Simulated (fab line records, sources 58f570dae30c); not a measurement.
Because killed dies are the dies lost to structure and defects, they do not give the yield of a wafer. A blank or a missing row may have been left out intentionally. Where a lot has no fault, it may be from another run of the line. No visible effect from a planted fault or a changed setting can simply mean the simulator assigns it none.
What tool caused it? | flow berkeley-cmos170 | 45 wafers from 15 lots sampled at 2 of the route's 331 steps

## WHAT THE GAUGES READ, wafer by wafer
UCB170_V2_CD_MEAS_12: target cd 700 nm.
lot  | measured     | on        | cd-nm (nm)
L663 | day 7 09:11  | cd-sem-02 | 701.6 701.8 702.7
L664 | day 7 09:14  | cd-sem-01 | 699.7 701.2 701.6
L662 | day 7 09:44  | cd-sem-01 | 701.6 701.8 700.0
L665 | day 8 05:39  | cd-sem-02 | 651.7 651.3 650.7
L666 | day 8 05:54  | cd-sem-02 | 650.5 649.8 649.9
L668 | day 8 09:50  | cd-sem-02 | 699.9 698.7 700.0
L667 | day 8 10:03  | cd-sem-01 | 661.4 660.1 659.6
L678 | day 10 12:44 | cd-sem-01 | 701.3 700.4 699.8
L679 | day 10 13:55 | cd-sem-01 | 701.4 702.3 701.0
L681 | day 11 06:32 | cd-sem-01 | 701.1 699.9 700.4
L680 | day 11 12:14 | cd-sem-02 | 698.7 699.4 698.7
L682 | day 11 12:19 | cd-sem-01 | 700.8 700.6 700.0
L684 | day 12 07:58 | cd-sem-01 | 700.4 700.3 699.8
L683 | day 12 08:55 | cd-sem-02 | 701.4 701.4 701.7
L685 | day 12 09:05 | cd-sem-02 | 700.9 702.1 702.4

## EACH LOT AND THE TOOL THAT RAN IT (in order: tool; ch and the chambers of the sampled wafers; start)
lot  | UCB170_V2_PEB_10
L663 | litho-track-03 ch 0, day 7 08:54
L664 | litho-track-01 ch 0, day 7 08:57
L662 | litho-track-01 ch 0, day 7 09:26
L665 | litho-track-01 ch 0, day 8 05:23
L666 | litho-track-01 ch 0, day 8 05:38
L668 | litho-track-02 ch 0, day 8 09:34
L667 | litho-track-01 ch 0, day 8 09:46
L678 | litho-track-02 ch 0, day 10 12:28
L679 | litho-track-02 ch 0, day 10 13:36
L681 | litho-track-03 ch 0, day 11 06:13
L680 | litho-track-03 ch 0, day 11 11:59
L682 | litho-track-02 ch 0, day 11 12:03
L684 | litho-track-02 ch 0, day 12 07:42
L683 | litho-track-01 ch 0, day 12 08:38
L685 | litho-track-02 ch 0, day 12 08:48
- UCB170_V2_PEB_10

## AS READ BY THE TOOLS THEMSELVES (means over the sampled wafers that have a number; for cases with no such wafer, the mark the record gives instead)
UCB170_V2_PEB_10.
lot  | tool           | heater-power-total-W (W)
L663 | litho-track-03 | 56.79
L664 | litho-track-01 | 56.78
L662 | litho-track-01 | 56.80
L665 | litho-track-01 | 68.35
L666 | litho-track-01 | 68.34
L668 | litho-track-02 | 56.81
L667 | litho-track-01 | 68.32
L678 | litho-track-02 | 56.84
L679 | litho-track-02 | 56.83
L681 | litho-track-03 | 56.84
L680 | litho-track-03 | 56.79
L682 | litho-track-02 | 56.78
L684 | litho-track-02 | 56.79
L683 | litho-track-01 | 56.78
L685 | litho-track-02 | 56.82

## THE ANSWER, worked out from the rows above alone
Rule: usual is defined by the lots themselves. The widest of any qualifying gaps counts: lots, ordered by their means at a reading, are off when they make up no more than a third of the lots, leave a main group of 4 or more, and stand apart from it by 3 or more times the standard deviation of that group's means. If all means in a main group match to the digits the tables above print for the reading, that group is not used. Also off: a lot with no number at a reading for which 4 or more lots have one. The other lots that the step has rows for count as sound. After the gauges, taken in route order, come the tools' own readings; for these a lot's mean is taken, as printed above. At the first step where some lot is off, the reading lying furthest off is the one used; lots without a number count as furthest.
Off at UCB170_V2_CD_MEAS_12 (cd-nm): L665, L666, L667. The main group has a mean of 700.7 nm with a standard deviation of 0.89.
If a tool, at a process step before that reading, ran all the lots that are off and no sound lot after the first of them, it fits. Not tried: the gauges at UCB170_V2_CD_MEAS_12; whatever is off there is also off at UCB170_V2_PEB_10, on other tools, and gauge error can't account for it. Not one of the candidates tried fits.

## WHAT THE SIMULATOR HAD INSERTED
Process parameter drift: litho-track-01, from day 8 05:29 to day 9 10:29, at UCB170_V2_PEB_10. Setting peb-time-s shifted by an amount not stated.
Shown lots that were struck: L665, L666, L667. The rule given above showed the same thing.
